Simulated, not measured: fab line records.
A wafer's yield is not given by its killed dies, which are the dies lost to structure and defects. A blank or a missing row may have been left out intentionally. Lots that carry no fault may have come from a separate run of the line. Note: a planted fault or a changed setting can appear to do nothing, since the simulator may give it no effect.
Chamber matching || flow rit_cmos || RIT_SPACER_ETCHBACK_05 on rie_diel-02: 4 sister chambers
The step etches Si3N4 in SF6/CHF3, stops on SiO2, target depth 250 nm, time 240 s. 16 wafers are shown with their chamber, then 8 later ones without.

## WAFERS WITH THEIR CHAMBER
{"wafer": "L664.1", "chamber": 2, "throttle_valve_pct (%)": 10.28, "drypump_motor_current_A (A)": 5.6, "oes_product_au (a.u.)": 0.853}
{"wafer": "L664.3", "chamber": 1, "throttle_valve_pct (%)": 10.32, "drypump_motor_current_A (A)": 6.1, "oes_product_au (a.u.)": 0.843}
{"wafer": "L664.4", "chamber": 0, "throttle_valve_pct (%)": 10.19, "drypump_motor_current_A (A)": 5.0, "oes_product_au (a.u.)": 0.864}
{"wafer": "L665.2", "chamber": 2, "throttle_valve_pct (%)": 10.28, "drypump_motor_current_A (A)": 5.6, "oes_product_au (a.u.)": 0.857}
{"wafer": "L665.3", "chamber": 3, "throttle_valve_pct (%)": 10.59, "drypump_motor_current_A (A)": 5.5, "oes_product_au (a.u.)": 0.850}
{"wafer": "L665.6", "chamber": 3, "throttle_valve_pct (%)": 10.58, "drypump_motor_current_A (A)": 5.6, "oes_product_au (a.u.)": 0.852}
{"wafer": "L670.1", "chamber": 2, "throttle_valve_pct (%)": 10.28, "drypump_motor_current_A (A)": 5.5, "oes_product_au (a.u.)": 0.858}
{"wafer": "L670.2", "chamber": 3, "throttle_valve_pct (%)": 10.57, "drypump_motor_current_A (A)": 5.6, "oes_product_au (a.u.)": 0.865}
{"wafer": "L670.6", "chamber": 0, "throttle_valve_pct (%)": 10.19, "drypump_motor_current_A (A)": 5.0, "oes_product_au (a.u.)": 0.890}
{"wafer": "L672.1", "chamber": 3, "throttle_valve_pct (%)": 10.58, "drypump_motor_current_A (A)": 5.6, "oes_product_au (a.u.)": 0.843}
{"wafer": "L672.3", "chamber": 2, "throttle_valve_pct (%)": 10.28, "drypump_motor_current_A (A)": 5.6, "oes_product_au (a.u.)": 0.851}
{"wafer": "L672.4", "chamber": 0, "throttle_valve_pct (%)": 10.21, "drypump_motor_current_A (A)": 5.0, "oes_product_au (a.u.)": 0.864}
{"wafer": "L674.3", "chamber": 2, "throttle_valve_pct (%)": 10.27, "drypump_motor_current_A (A)": 5.6, "oes_product_au (a.u.)": 0.844}
{"wafer": "L674.5", "chamber": 0, "throttle_valve_pct (%)": 10.20, "drypump_motor_current_A (A)": 5.0, "oes_product_au (a.u.)": 0.862}
{"wafer": "L674.6", "chamber": 3, "throttle_valve_pct (%)": 10.57, "drypump_motor_current_A (A)": 5.5, "oes_product_au (a.u.)": 0.836}
{"wafer": "L679.1", "chamber": 0, "throttle_valve_pct (%)": 10.19, "drypump_motor_current_A (A)": 5.0, "oes_product_au (a.u.)": 0.861}

SIGNATURES (means of the wafers above)
{"reading": "throttle_valve_pct", "chamber 0": 10.1960, "chamber 1": 10.3200, "chamber 2": 10.2780, "chamber 3": 10.5780, "scatter within a chamber": 0.00753}
{"reading": "drypump_motor_current_A", "chamber 0": 5.000, "chamber 1": 6.100, "chamber 2": 5.580, "chamber 3": 5.560, "scatter within a chamber": 0.0408}
{"reading": "oes_product_au", "chamber 0": 0.86820, "chamber 1": 0.84300, "chamber 2": 0.85260, "chamber 3": 0.84920, "scatter within a chamber": 0.00999}
Rule: a wafer's distance from a chamber is the root of the sum, over the readings, of the square of ((its reading less the chamber's mean) divided by the reading's scatter). The wafer belongs to the nearest chamber; if the next one is less than 2 further off, it can't be placed. The scatter is the square root of a quotient: the sum, over the shown wafers, of each reading's squared deviation from its chamber's mean, divided by wafers minus chambers.

## WAFERS WITHOUT THEIR CHAMBER
{"wafer": "L679.5", "throttle_valve_pct (%)": 10.58, "drypump_motor_current_A (A)": 5.5, "oes_product_au (a.u.)": 0.847}
{"wafer": "L679.6", "throttle_valve_pct (%)": 10.27, "drypump_motor_current_A (A)": 5.5, "oes_product_au (a.u.)": 0.841}
{"wafer": "L681.2", "throttle_valve_pct (%)": 10.57, "drypump_motor_current_A (A)": 5.6, "oes_product_au (a.u.)": 0.851}
{"wafer": "L681.4", "throttle_valve_pct (%)": 10.26, "drypump_motor_current_A (A)": 5.6, "oes_product_au (a.u.)": 0.850}
{"wafer": "L681.5", "throttle_valve_pct (%)": 10.21, "drypump_motor_current_A (A)": 5.0, "oes_product_au (a.u.)": 0.867}
{"wafer": "L687.2", "throttle_valve_pct (%)": 10.35, "drypump_motor_current_A (A)": 6.1, "oes_product_au (a.u.)": 0.837}
{"wafer": "L687.4", "throttle_valve_pct (%)": 10.33, "drypump_motor_current_A (A)": 6.1, "oes_product_au (a.u.)": 0.840}
{"wafer": "L687.6", "throttle_valve_pct (%)": 10.57, "drypump_motor_current_A (A)": 5.6, "oes_product_au (a.u.)": 0.842}

## WHICH CHAMBER EACH WENT THROUGH
{"wafer": "L679.5", "from the rows above": 3, "in truth": 3}
{"wafer": "L679.6", "from the rows above": 2, "in truth": 2}
{"wafer": "L681.2", "from the rows above": 3, "in truth": 3}
{"wafer": "L681.4", "from the rows above": 2, "in truth": 2}
{"wafer": "L681.5", "from the rows above": 0, "in truth": 0}
{"wafer": "L687.2", "from the rows above": 1, "in truth": 1}
{"wafer": "L687.4", "from the rows above": 1, "in truth": 1}
{"wafer": "L687.6", "from the rows above": 3, "in truth": 3}
Placed correctly: 8 of 8. Number that these rows cannot place: 0. Number placed wrongly: 0.
